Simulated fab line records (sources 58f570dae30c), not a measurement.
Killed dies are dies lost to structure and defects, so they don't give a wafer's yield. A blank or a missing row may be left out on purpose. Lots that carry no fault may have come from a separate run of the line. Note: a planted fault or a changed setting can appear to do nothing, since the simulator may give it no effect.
The tool behind it: which one?    flow berkeley cmos170    14 lots, 42 wafers sampled, at 6 steps of a route of 331

## WHAT EACH GAUGE READ, for each wafer
UCB170_FIELD_THK_MEAS_91.
lot   measured     on             FIELD_OXIDE_LEFT_2_THK (nm)
L345  day 6 02:33  film metro-02  349 347 347
L344  day 6 03:05  film metro-04  370 360 365
L348  day 6 08:59  film metro-01  347 340 348
L347  day 6 09:19  film metro-01  350 344 348
L349  day 6 15:49  film metro-01  341 330 342
L350  day 6 16:03  film metro-02  339 347 352
L351  day 7 05:13  film metro-04  343 345 342
L353  day 7 14:44  film metro-01  345 347 358
L357  day 8 08:44  film metro-04  355 369 371
L355  day 8 09:01  film metro-04  361 376 377
L354  day 8 09:08  film metro-02  387 388 372
L356  day 8 09:17  film metro-01  362 360 356
L359  day 8 11:32  film metro-04  366 368 370
L362  day 9 10:11  film metro-01  341 350 345

UCB170_GATE_THK_MEAS_05.
lot   measured     on             GATE_POLY_THK (nm)
L345  day 6 14:18  film metro-03  217.2 214.5 214.2
L344  day 6 14:22  film metro-03  213.4 213.2 212.9
L348  day 6 19:46  film metro-03  216.5 215.8 216.8
L347  day 6 19:46  film metro-02  215.5 213.9 215.0
L349  day 7 00:23  film metro-03  215.2 214.7 213.1
L350  day 7 00:22  film metro-04  213.2 213.5 211.5
L351  day 7 16:27  film metro-04  217.6 216.3 214.6
L353  day 7 22:47  film metro-03  217.1 216.6 218.0
L357  day 9 01:02  film metro-02  213.1 212.2 211.8
L355  day 9 01:02  film metro-04  215.6 218.1 216.6
L354  day 9 01:02  film metro-03  213.9 214.1 213.2
L356  day 9 01:05  film metro-02  215.6 214.7 213.8
L359  day 9 01:06  film metro-04  214.0 214.2 214.4
L362  day 9 19:04  film metro-04  213.3 214.0 214.0

UCB170_M1_CD_MEAS_09 targets a cd of 700 nm.
lot   measured      on         cd nm (nm)
L345  day 7 13:48   cd sem-01  699.6 699.7 699.4
L344  day 7 16:23   cd sem-01  698.9 698.8 699.8
L348  day 7 20:29   cd sem-02  699.3 698.2 698.7
L347  day 7 21:07   cd sem-02  698.1 699.0 698.2
L349  day 7 22:31   cd sem-02  698.9 698.1 698.4
L350  day 7 22:05   cd sem-01  700.5 700.6 700.9
L351  day 8 16:11   cd sem-02  700.7 701.0 701.0
L353  day 8 22:01   cd sem-02  700.6 701.0 700.0
L357  day 10 02:21  cd sem-01  696.0 697.0 696.9
L355  day 10 04:36  cd sem-01  701.6 701.6 700.8
L354  day 10 05:09  cd sem-01  698.6 699.5 699.8
L356  day 10 04:36  cd sem-02  700.2 698.8 699.3
L359  day 10 04:53  cd sem-01  702.2 701.4 701.0
L362  day 11 00:02  cd sem-02  702.2 702.1 701.8

UCB170_M1_CD_MEAS_90 targets a cd of 700 nm.
lot   measured      on         cd nm (nm)
L345  day 7 14:14   cd sem-01  701.3 696.7 703.1
L344  day 7 16:49   cd sem-02  699.5 696.5 697.2
L348  day 7 20:56   cd sem-01  701.1 697.0 702.6
L347  day 7 21:33   cd sem-02  695.9 698.4 695.7
L349  day 7 22:57   cd sem-02  697.1 702.9 701.6
L350  day 7 22:34   cd sem-01  696.7 698.8 698.4
L351  day 8 16:37   cd sem-01  699.1 701.0 701.1
L353  day 8 22:27   cd sem-02  699.4 700.9 700.8
L357  day 10 02:47  cd sem-01  695.1 693.9 694.1
L355  day 10 05:02  cd sem-02  699.5 699.4 701.9
L354  day 10 05:35  cd sem-02  695.8 701.8 700.1
L356  day 10 05:08  cd sem-02  - - -
L359  day 10 05:22  cd sem-01  - - -
L362  day 11 00:29  cd sem-02  700.4 698.4 698.8

## EACH LOT AND THE TOOL THAT RAN IT (in order: tool; ch and the chambers of the sampled wafers; start)
lot   UCB170_M1_ETCH_11                   UCB170_M1_METAL_ETCH_12
L345  rie diel-01 ch 0,2,3, day 7 13:58   rie metal-01 ch 0,1, day 7 14:00
L344  rie diel-04 ch 0,1, day 7 16:33     rie metal-04 ch 0,1, day 7 16:35
L348  rie diel-03 ch 0,2, day 7 20:38     rie metal-01 ch 0,1, day 7 20:42
L347  rie diel-01 ch 0,1,2, day 7 21:16   rie metal-04 ch 0,1, day 7 21:19
L349  rie diel-01 ch 0,2, day 7 22:38     rie metal-01 ch 0,1, day 7 22:43
L350  rie diel-04 ch 0,1,3, day 7 22:14   rie metal-03 ch 0, day 7 22:17
L351  rie diel-03 ch 0,2, day 8 16:20     rie metal-03 ch 0,1, day 8 16:22
L353  rie diel-04 ch 1,2, day 8 22:09     rie metal-03 ch 0,1, day 8 22:11
L357  rie diel-03 ch 1,2, day 10 02:30    rie metal-03 ch 0,1, day 10 02:32
L355  rie diel-04 ch 0,3, day 10 04:44    rie metal-01 ch 0,1, day 10 04:47
L354  rie diel-04 ch 1,3, day 10 05:19    rie metal-01 ch 0,1, day 10 05:21
L356  rie diel-03 ch 1,3, day 10 04:46    rie metal-03 ch 0,1, day 10 04:48
L359  rie diel-01 ch 0,1,2, day 10 05:02  rie metal-04 ch 0,1, day 10 05:04
L362  rie diel-01 ch 1,2, day 11 00:11    rie metal-04 ch 0,1, day 11 00:14
- UCB170_M1_ETCH_11: etches BARC in N2/H2.
- UCB170_M1_METAL_ETCH_12: etches Al in Cl2/BCl3, stops on PSG, target depth 780 nm, time 130 s.

## WHAT THE TOOLS THEMSELVES READ (means of the sampled wafers that have a number; where no wafer has one, the mark that the record gives instead)
UCB170_M1_ETCH_11.
lot   tool         bias w (W)  chamber pressure mTorr (mTorr)  drypump motor current A (A)  oes product au (a.u.)  throttle valve pct (%)
L345  rie diel-01  99.96       29.997                          5.8                          1.014                  13.30
L344  rie diel-04  100.41      30.002                          6.4                          1.007                  13.27
L348  rie diel-03  100.12      29.995                          6.1                          1.019                  13.24
L347  rie diel-01  99.76       30.001                          5.9                          1.011                  13.25
L349  rie diel-01  99.95       29.986                          5.6                          1.008                  13.23
L350  rie diel-04  100.02      30.000                          6.5                          1.010                  13.18
L351  rie diel-03  99.99       30.014                          6.1                          1.014                  13.25
L353  rie diel-04  99.69       30.013                          5.7                          1.012                  13.31
L357  rie diel-03  99.79       29.984                          5.6                          1.004                  13.32
L355  rie diel-04  100.16      29.995                          6.6                          1.021                  13.09
L354  rie diel-04  99.75       29.985                          6.6                          0.997                  13.12
L356  rie diel-03  -           -                               -                            -                      -
L359  rie diel-01  -           -                               -                            -                      -
L362  rie diel-01  99.99       30.005                          5.7                          1.021                  13.18

UCB170_M1_METAL_ETCH_12.
lot   tool          bcl3 flow sccm (sccm)  bias w (W)  drypump motor current A (A)  oes product au (a.u.)  throttle valve pct (%)
L345  rie metal-01  45.11                  120.0       5.6                          0.851                  24.73
L344  rie metal-04  45.06                  120.1       5.2                          0.871                  24.46
L348  rie metal-01  44.90                  119.9       5.5                          0.852                  24.71
L347  rie metal-04  44.83                  120.1       5.3                          0.874                  24.43
L349  rie metal-01  44.99                  119.7       5.6                          0.846                  24.73
L350  rie metal-03  45.06                  119.7       5.7                          0.858                  24.00
L351  rie metal-03  45.12                  119.6       5.9                          0.844                  24.20
L353  rie metal-03  45.09                  119.9       5.9                          0.839                  24.20
L357  rie metal-03  44.97                  119.4       5.8                          0.862                  24.09
L355  rie metal-01  45.05                  119.9       5.8                          0.851                  24.77
L354  rie metal-01  44.94                  120.3       5.6                          0.845                  24.72
L356  rie metal-03  45.09                  120.0       5.9                          0.370                  24.43
L359  rie metal-04  45.07                  120.2       5.3                          0.380                  24.70
L362  rie metal-04  44.89                  119.7       5.3                          0.870                  24.43

## THE ANSWER, worked out from the rows above alone
Rule: what is usual is taken from the lots themselves. The widest of any qualifying gaps counts: lots, ordered by their means at a reading, are off when they make up no more than a third of the lots, leave a main group of 4 or more, and stand apart from it by 3 or more times the standard deviation of that group's means. The tables above print the reading to a certain number of digits; a main group whose means all agree to those digits is not used. A lot without any number at a reading at which 4 lots or more have one is off too. The other lots that the step has rows for count as sound. First the gauges in route order, then the tools' own readings, where a lot's mean is used as printed above. The first step at which some lot is off is used, and at that step the reading that is off furthest; a lot without a number counts as furthest.
Off: L356, L359, at UCB170_M1_CD_MEAS_90 (cd nm). Without a number there: L356, L359. The main group has a mean of 698.9 nm with a standard deviation of 1.8.
If a tool, at a process step before that reading, ran all the lots that are off and no sound lot after the first of them, it fits. Not tried: the gauges at UCB170_M1_CD_MEAS_90; whatever is off there is also off at UCB170_M1_ETCH_11, on other tools, and gauge error can't account for it. None of those tried fits.

## WHAT WAS PUT IN BY THE SIMULATOR
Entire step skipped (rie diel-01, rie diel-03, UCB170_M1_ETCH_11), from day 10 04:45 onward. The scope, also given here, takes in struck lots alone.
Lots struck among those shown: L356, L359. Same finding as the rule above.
